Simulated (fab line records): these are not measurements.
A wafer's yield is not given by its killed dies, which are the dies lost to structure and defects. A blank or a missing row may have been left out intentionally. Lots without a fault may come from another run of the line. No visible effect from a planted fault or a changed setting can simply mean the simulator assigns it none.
Which tool is to blame?	flow rit_cmos	13 lots, 39 wafers sampled, at 3 steps of a route of 202

== WHAT EACH GAUGE READ, for each wafer ==
RIT_SPACER_THK_MEAS_04.
lot	measured	on	SPACER_NITRIDE_THK (nm)
L589	day 3 04:57	film_metro-01	252.8 252.9 249.7
L590	day 3 10:01	film_metro-01	250.3 250.2 248.9
L591	day 3 12:35	film_metro-01	251.5 252.3 251.4
L593	day 4 01:07	film_metro-03	246.9 247.9 248.7
L594	day 4 10:13	film_metro-03	251.5 248.9 248.0
L595	day 4 11:22	film_metro-01	247.6 250.2 249.0
L598	day 5 04:48	film_metro-04	246.6 247.7 248.9
L599	day 5 06:43	film_metro-04	250.4 249.2 249.6
L600	day 5 14:27	film_metro-01	388.4 388.5 387.1 388.3 388.3 387.8
L603	day 6 05:08	film_metro-03	249.1 248.8 247.0
L607	day 7 00:36	film_metro-03	253.1 253.2 252.7
L609	day 7 12:33	film_metro-01	252.9 252.6 252.8
L610	day 7 17:11	film_metro-01	249.9 250.4 250.8

== WHICH TOOL RAN EACH LOT (tool, then ch and the chambers of the sampled wafers, then the start) ==
lot	RIT_PRETRO_STRIP_09	RIT_SPACER_CVD_03
L589	plasma_asher-03 ch 0,1, day 2 12:55	lpcvd-02 ch 0, day 3 02:05
L590	plasma_asher-03 ch 1, day 2 18:58	lpcvd-01 ch 1, day 3 08:05
L591	plasma_asher-01 ch 0,1, day 2 22:34	lpcvd-01 ch 1, day 3 10:40
L593	plasma_asher-01 ch 0,1, day 3 09:13	lpcvd-01 ch 0, day 3 23:11
L594	plasma_asher-03 ch 0,1, day 3 15:04	lpcvd-02 ch 1, day 4 08:17
L595	plasma_asher-01 ch 0,1, day 3 19:28	lpcvd-01 ch 1, day 4 09:26
L598	plasma_asher-01 ch 0,1, day 4 11:20	lpcvd-01 ch 1, day 5 02:53
L599	plasma_asher-03 ch 0,1, day 4 16:59	lpcvd-01 ch 0, day 5 04:48
L600	plasma_asher-03 ch 0, day 4 21:24	lpcvd-02 ch 0, day 5 12:32
L603	plasma_asher-03 ch 0,1, day 5 11:16	lpcvd-01 ch 0, day 6 03:11
L607	plasma_asher-02 ch 0,1, day 6 08:23	lpcvd-01 ch 0, day 6 22:41
L609	plasma_asher-03 ch 0,1, day 6 19:46	lpcvd-01 ch 1, day 7 10:37
L610	plasma_asher-03 ch 0,1, day 7 01:06	lpcvd-01 ch 1, day 7 15:17
- RIT_PRETRO_STRIP_09: strips in O2, time 180 s.
- RIT_SPACER_CVD_03: deposits Si3N4 from SiH2Cl2/NH3, target thk 250 nm, time 3300 s.

== WHAT THE TOOLS THEMSELVES READ (means of the sampled wafers that have a number; where no wafer has one, the mark that the record gives instead) ==
RIT_PRETRO_STRIP_09.
lot	tool	drypump_motor_current_A (A)
L589	plasma_asher-03	6.1
L590	plasma_asher-03	6.2
L591	plasma_asher-01	5.2
L593	plasma_asher-01	5.2
L594	plasma_asher-03	6.0
L595	plasma_asher-01	5.2
L598	plasma_asher-01	5.2
L599	plasma_asher-03	6.1
L600	plasma_asher-03	5.9
L603	plasma_asher-03	6.0
L607	plasma_asher-02	5.2
L609	plasma_asher-03	6.1
L610	plasma_asher-03	6.1

RIT_SPACER_CVD_03.
lot	tool	spike_tc_centre_C (C)	spike_tc_load_C (C)	spike_tc_source_C (C)	susceptor_temp_C (C)
L589	lpcvd-02	810.9	824	834	810.4
L590	lpcvd-01	813.3	836	838	810.1
L591	lpcvd-01	813.9	836	837	810.3
L593	lpcvd-01	810.8	833	835	810.0
L594	lpcvd-02	810.5	834	831	809.7
L595	lpcvd-01	813.1	836	837	810.5
L598	lpcvd-01	814.0	836	837	809.8
L599	lpcvd-01	811.7	833	835	810.1
L600	lpcvd-02	835.0	850	859	834.5
L603	lpcvd-01	811.1	834	834	810.4
L607	lpcvd-01	810.8	834	835	809.4
L609	lpcvd-01	812.7	836	838	809.8
L610	lpcvd-01	812.4	835	839	810.3

== THE ANSWER, worked out from the rows above alone ==
Rule: the lots themselves supply what counts as usual. Put in order of their means at a reading, lots are off if they are a third of the lots or fewer, leave a main group of 4 or more, and stand apart from it by a gap of 3 or more times the standard deviation of the main group's means; of several such gaps the widest counts. A main group whose means are all the same, to the digits that the tables above print for the reading, isn't used. Also off: a lot with no number at a reading for which 4 or more lots have one. Any other lot the step has rows for is counted as sound. Order of review: gauges by route order, followed by the tools' own readings, for which a lot's mean as printed above is used. The first step at which some lot is off is used, and at that step the reading that is off furthest; a lot without a number counts as furthest.
Off: L600, seen at RIT_SPACER_THK_MEAS_04 (SPACER_NITRIDE_THK). The main group: mean 250.1 nm, standard deviation 1.8.
If a tool, at a process step before that reading, ran all the lots that are off and no sound lot after the first of them, it fits. Not tried: the gauges at RIT_SPACER_THK_MEAS_04; whatever is off there is also off at RIT_SPACER_CVD_03, on other tools, and gauge error can't account for it. One fits: RIT_SPACER_CVD_03 on lpcvd-02. Its last sound lot is L594 (day 4 08:17), its first lot that is off L600 (day 5 12:32): a fault that began between those two fits.
The tool's own readings at RIT_SPACER_CVD_03 bear it out: on the lots that are off they differ by more than 5 times the standard deviation of the sound lots' means. spike_tc_centre_C reads 835.0 C there against 812.1 C on the sound lots; spike_tc_load_C reads 850 C there against 834 C on the sound lots; spike_tc_source_C reads 859 C there against 836 C on the sound lots; susceptor_temp_C reads 834.5 C there against 810.1 C on the sound lots.

== WHAT WAS PUT IN BY THE SIMULATOR ==
lpcvd-02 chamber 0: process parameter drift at RIT_SPACER_CVD_03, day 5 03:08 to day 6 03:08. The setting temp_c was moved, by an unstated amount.
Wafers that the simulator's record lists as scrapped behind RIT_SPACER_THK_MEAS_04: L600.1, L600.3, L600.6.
Struck lots among those shown: L600. Same finding as the rule above.
